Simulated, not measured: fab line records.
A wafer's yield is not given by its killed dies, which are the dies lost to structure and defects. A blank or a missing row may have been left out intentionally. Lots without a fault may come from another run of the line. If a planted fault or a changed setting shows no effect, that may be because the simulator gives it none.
Problem report, 8D (eight disciplines) form, completed by code -- flow ritCmos -- the parts of the form that need people (team, actions taken, sign-off) are left out

== 1. WHAT WENT WRONG ==
Wafers without a fault read 450.01 C, standard deviation 0.041; tubeCenterTempC at RIT_M1_ANNEAL_15 reads a mean of 485.16 C on 9 wafers belonging to 3 lots. That is +99 or more standard deviations from the usual mean.
The step: time 1839 s.
First observed at day 5 17:46: wafer L191.2, on furnace-02. The record has a number at this step for 21 wafers belonging to 7 lots. Rule for "out", or "out of limits": more than 4 standard deviations from the usual mean. The other wafers with a number count as sound.

== 2. WHAT THIS IS AND IS NOT ==
question,is,is not
which readings at this step,"tubeCenterTempC, spikeTcCentreC, spikeTcLoadC, spikeTcSourceC, tube_center_temp_C_max, zonePowerCentrePct, zonePowerLoadPct, zonePowerSourcePct",-
which lots,"L191, L192, L193","L182, L187, L188, L190"
which wafers of those lots,all that have a number,-
read on which tools,furnace-02,-
when,from day 5 17:46,up to then (12 sound wafers)

== 3. SUSPECTS, AND WHAT RULES EACH OUT ==
Counting: a tool stays on the suspect list if, at a process step up to the reading, it processed all lots that are out and no sound lot following the first of them.
- furnace-02 at RIT_M1_ANNEAL_15 (time 1839 s): kept. It processed each lot that is out, first L191 at day 5 17:46, and no sound lot thereafter; up to then, the last sound lot it processed was L190 at day 5 04:33. Out on those wafers are its own readings of spikeTcCentreC, spikeTcLoadC, spikeTcSourceC, tubeCenterTempC, tube_center_temp_C_max, zonePowerCentrePct, zonePowerLoadPct, zonePowerSourcePct.
The count leaves furnace-02 at RIT_M1_ANNEAL_15.

== 4. THE CAUSE (what the simulator had put in) ==
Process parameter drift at RIT_M1_ANNEAL_15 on furnace-02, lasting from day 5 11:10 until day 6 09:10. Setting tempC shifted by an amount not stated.
This tool alone remained once counting was done.

== 5. SEQUENCE OF EFFECTS, ordered by route ==
Rows list readings where the struck wafers' mean (over those with a number) sits beyond 3 standard deviations from the usual. Only readings for which the record gives a usual standard deviation are gone through. hours: the time from each lot's start at the first step in this table that gives one to its start at this step, as a median over the lots. sigmas: the change in usual standard deviations.
hours,step,reading,usual,on struck wafers,change,sigmas
0,RIT_M1_ANNEAL_15,spikeTcCentreC,453.2 C,488.0,+34.8,+35
0,RIT_M1_ANNEAL_15,spikeTcLoadC,468.7 C,504.3,+35.6,+37
0,RIT_M1_ANNEAL_15,spikeTcSourceC,465.5 C,501.4,+35.9,+33
0,RIT_M1_ANNEAL_15,tubeCenterTempC,450.01 C,485.16,+35.15,+99 or more
0,RIT_M1_ANNEAL_15,tube_center_temp_C_max,451.13,486.20,+35.07,+99 or more
0,RIT_M1_ANNEAL_15,zonePowerCentrePct,18.40 %,19.97,+1.57,+8.3
0,RIT_M1_ANNEAL_15,zonePowerLoadPct,6.60 %,7.47,+0.87,+14
0,RIT_M1_ANNEAL_15,zonePowerSourcePct,6.78 %,7.69,+0.91,+13
The process steps in it:
- RIT_M1_ANNEAL_15: time 1839 s.
Later steps that measure or inspect, where all struck wafers having a row at the step show a number for every such reading and not one has moved that far: RIT_M1_BOW_MEAS_16.

== 6. HOW IT WOULD HAVE BEEN CAUGHT EARLIER ==
7 hours passed between the start of the fault at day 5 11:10 and the first reading out of limits in this record, taken at day 5 17:46.
